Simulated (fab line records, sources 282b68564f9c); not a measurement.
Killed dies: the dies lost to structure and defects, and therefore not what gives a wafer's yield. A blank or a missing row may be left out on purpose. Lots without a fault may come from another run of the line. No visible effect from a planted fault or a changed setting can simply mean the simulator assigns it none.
2 desks, one fault ; flow rit cmos ; each desk holds nothing but its own numbers, with what lay behind them at the end

== THE TOOL OWNER'S DESK: lpcvd-01 ==
The tool's own readings at RIT_GATE_CVD_08 (deposits poly-Si from SiH4, target thk 250 nm, time 2220 s): means of the sampled wafers that have a number, for each lot that ran on this tool. The brackets show how far a lot's mean lies from the usual mean; more than 4 standard deviations puts the lot out of limits, marked OUT.
Columns: A = spike tc load C at RIT_GATE_CVD_08, usual 631.8 C; B = zone power source pct at RIT_GATE_CVD_08, usual 11.6 %
lot;first seen here;A;B
L881;day 3 01:55;630.6;12.1
L882;day 3 07:05;631.2;11.5
L885;day 3 20:26;630.9;11.6
L889;day 4 16:35;630.5;12.2
L891;day 5 02:26;632.1;11.6
L896;day 6 04:46;631.4;11.6
L900;day 6 23:59;629.9;12.1
L901;day 7 04:41;631.3;11.6
This desk's verdict: no lot among the 8 shows anything out of limits.

== THE METROLOGY DESK ==
What the gauges read for every lot (on any tool): the sampled wafers with a number, averaged. The brackets show how far a lot's mean lies from the usual mean; more than 4 standard deviations puts the lot out of limits, marked OUT.
Columns: A = GATE_POLY_THK at RIT_GATE_THK_MEAS_09, usual 250.5 nm
lot;first seen here;A
L878;day 2 17:32;249.4
L879;day 2 20:11;252.9
L880;day 2 22:08;251.0
L881;day 3 03:32;249.9
L882;day 3 08:43;255.0
L883;day 3 14:57;252.0
L885;day 3 22:04;245.1
L887;day 4 09:31;249.0
L889;day 4 18:13;256.6
L890;day 4 22:52;247.8
L891;day 5 04:07;248.8
L896;day 6 07:12;249.7
L900;day 7 01:37;187.6 (-23) OUT
L901;day 7 06:18;188.2 (-23) OUT
This desk's result: L900, L901 out of limits, first on L900 (GATE_POLY_THK at RIT_GATE_THK_MEAS_09), day 7 01:37. L878, L879, L880, L881, L882, L883, L885, L887, L889, L890, L891, L896: within limits.

== TAKEN TOGETHER ==
L900, L901 would have let the metrology desk raise an alarm at day 7 01:37.
The tool owner's desk saw nothing out of limits.
On record at the tool owner's desk: L900, L901, within its limits.
On lpcvd-01, each named lot ran RIT_GATE_CVD_08.

== WHAT HAD BEEN PUT IN BY THE SIMULATOR ==
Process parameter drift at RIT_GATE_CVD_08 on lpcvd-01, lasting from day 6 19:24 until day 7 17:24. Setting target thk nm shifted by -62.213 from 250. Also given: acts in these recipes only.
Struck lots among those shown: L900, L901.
Delay in hours, fault start to first out-of-limits reading, per desk: metrology desk 6.
